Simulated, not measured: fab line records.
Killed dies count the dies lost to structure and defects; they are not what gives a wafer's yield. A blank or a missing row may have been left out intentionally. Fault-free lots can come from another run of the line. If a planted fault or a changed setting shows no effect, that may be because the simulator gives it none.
A lot that was struck, set against a sound lot || flow rit-cmos || 26 out of 202 route steps
Sound: the wafers L392.1, L392.3, L392.5. Struck: wafers L397.2, L397.4, L397.6. At the end, the cause is stated.
Order at every step that has rows: each side's tool, ch and its chambers, its first start. Under that, the readings that differ: sound wafers || struck wafers || difference of the means || sigmas: that difference in standard deviations of wafers without a fault.
alike: readings with means less than 2 such deviations apart, plus words and numbers identical on both sides. not compared: withheld readings, readings lacking a value on some wafer, bounds such as >300 that could conceal the same value, and numbers that have no deviation in the record and whose values overlap.
A row with sigmas, a row that says differs or no value, or rows on one side alone: a step with any of these is where the two part. When numbers do not overlap yet have no deviation, they are printed without sigmas and do not part them. Lack of a reading on every wafer of one side parts them only where that side has two or more wafers.

RIT_ACTIVE_BOW_MEAS_00:
  sound on film-metro-03, day 2 06:00; struck on film-metro-04, day 3 07:01
  alike: INCOMING_BOW
then, 1 step without rows for these wafers: RIT_ACTIVE_OXIDATION_01 (target thk 46.8 nm, ox time 3360 s).
RIT_ACTIVE_THK_MEAS_02:
  sound on film-metro-03, day 2 08:03; struck on film-metro-02, day 3 09:10
  alike: ACTIVE_OXIDE_THK
RIT_ACTIVE_CVD_03: deposits Si3N4 from SiH2Cl2/NH3, target thk 150 nm, time 1500 s.
  sound on lpcvd-01 ch 0, day 2 08:07; struck on lpcvd-01 ch 0, day 3 09:13
{"reading": "model.Si3N4_of_ACTIVE_CVD_03.thk-nm (nm)", "sound": "150.1 150.1 151.2", "struck": "129.1 128.8 127.7", "difference": -21.9, "sigmas": ""}
  alike: sih2cl2-flow-sccm
RIT_ACTIVE_THK_MEAS_04:
  sound on film-metro-02, day 2 09:32; struck on film-metro-02, day 3 10:52
{"reading": "ACTIVE_NITRIDE_THK (nm)", "sound": "150.0 150.2 151.2", "struck": "129.1 128.9 127.7", "difference": -21.9, "sigmas": -16}
  not compared: hold
then, 5 steps without rows for these wafers: RIT_ACTIVE_COAT_06 (resist thk 1000 nm); RIT_ACTIVE_SOFTBAKE_07 (time 60 s); RIT_ACTIVE_EXPOSE_08 (exposes mask M1, target cd 1400 nm); RIT_ACTIVE_PEB_09; RIT_ACTIVE_DEVELOP_10 (develop time 50 s).
RIT_ACTIVE_CD_MEAS_11 targets a cd of 1400 nm.
  sound on cd-sem-02, day 2 10:41; struck on cd-sem-02, day 3 14:32
  alike: cd-nm
then, 1 step without rows for these wafers: RIT_ACTIVE_HARDBAKE_12 (time 60 s).
RIT_ACTIVE_ETCH_13: etches Si3N4 in SF6, stops on SiO2, time 210 s, target depth 210 nm.
  sound on rie-diel-01 ch 0,1,3, day 2 10:57; struck on rie-diel-02 ch 2,3, day 3 14:55
{"reading": "oes-product-au (a.u.)", "sound": "0.839 0.819 0.813", "struck": "0.747 0.750 0.745", "difference": -0.076, "sigmas": -7}
{"reading": "model.etch.depth-nm (nm)", "sound": "150.1 150.1 151.2", "struck": "129.1 128.8 127.7", "difference": -21.9, "sigmas": ""}
{"reading": "model.ACTIVE.feature-depth-nm (nm)", "sound": "150.1 150.4 151.8", "struck": "129.1 129.7 127.7", "difference": -21.9, "sigmas": ""}
  alike: drypump-motor-current-A, throttle-valve-pct
  not compared: rf-hours-counter-h
RIT_ACTIVE_STRIP_14: strips in O2, time 180 s.
  sound on plasma-asher-03 ch 0,1, day 2 11:05; struck on plasma-asher-04 ch 0, day 3 15:03
{"reading": "drypump-motor-current-A (A)", "sound": "5.6 5.7 5.6", "struck": "6.5 6.5 6.5", "difference": "+0.9", "sigmas": "+2"}
  alike: o2-flow-sccm
  not compared: rf-hours-counter-h
RIT_ACTIVE_CD_MEAS_90 targets a cd of 1400 nm.
  sound on cd-sem-01, day 2 11:16; struck on cd-sem-01, day 3 15:15
  alike: cd-nm
then, 3 steps without rows for these wafers: RIT_ACTIVE_CLEAN_15 (cleans in SC1, time 600 s); RIT_ACTIVE_CLEAN_16 (cleans in dHF, time 30 s); RIT_ACTIVE_CLEAN_17 (cleans in SC2, time 600 s).
RIT_FOX1_OXIDATION_00: target thk 350.7 nm, ox time 1130 s.
  sound on furnace-01 ch 0, day 2 13:08; struck on furnace-04 ch 0, day 3 15:44
  not compared: model.SiO2_of_FOX1_OXIDATION_00.thk-nm
RIT_FOX1_THK_MEAS_01:
  sound on film-metro-01, day 2 14:27; struck on film-metro-02, day 3 17:08
  alike: FOX1_OXIDE_THK
then, 2 steps without rows for these wafers: RIT_FOX1_WET_ETCH_02 (etches SiO2 in BOE, target depth 350 nm, time 390 s); RIT_FOX2_OXIDATION_00 (target thk 350.7 nm, ox time 1130 s).
RIT_FOX2_THK_MEAS_01:
  sound on film-metro-01, day 2 16:19; struck on film-metro-01, day 3 18:41
  alike: FOX2_OXIDE_THK
RIT_FOX2_CLEAN_02: cleans in dHF, time 180 s.
  sound on wet-bench-04 ch 0, day 2 16:23; struck on wet-bench-02 ch 1, day 3 18:44
{"reading": "model.Si3N4_of_ACTIVE_CVD_03.thk-nm (nm)", "sound": "130.9 130.9 131.9", "struck": "110 109.7 108.5", "difference": -22, "sigmas": ""}
then, 1 step without rows for these wafers: RIT_FOX2_WET_ETCH_03 (etches Si3N4 in H3PO4, target depth 195 nm, time 2700 s).
RIT_M1_PROBE_99:
  sound on prober-01, day 4 07:52; struck on prober-01, day 5 13:10
{"reading": "killed_at_M0_to_M3", "sound": "0 0 1", "struck": "0 0 0", "difference": "+0", "sigmas": -4}
  alike: killed-at-contacts, killed-at-front-end, killed-dies, killed-open, killed-short
  not compared: hold

## WHERE THEY PART
Last at RIT_M1_PROBE_99 as far as this record goes, first at RIT_ACTIVE_THK_MEAS_04.

WHY: whatever the simulator had introduced
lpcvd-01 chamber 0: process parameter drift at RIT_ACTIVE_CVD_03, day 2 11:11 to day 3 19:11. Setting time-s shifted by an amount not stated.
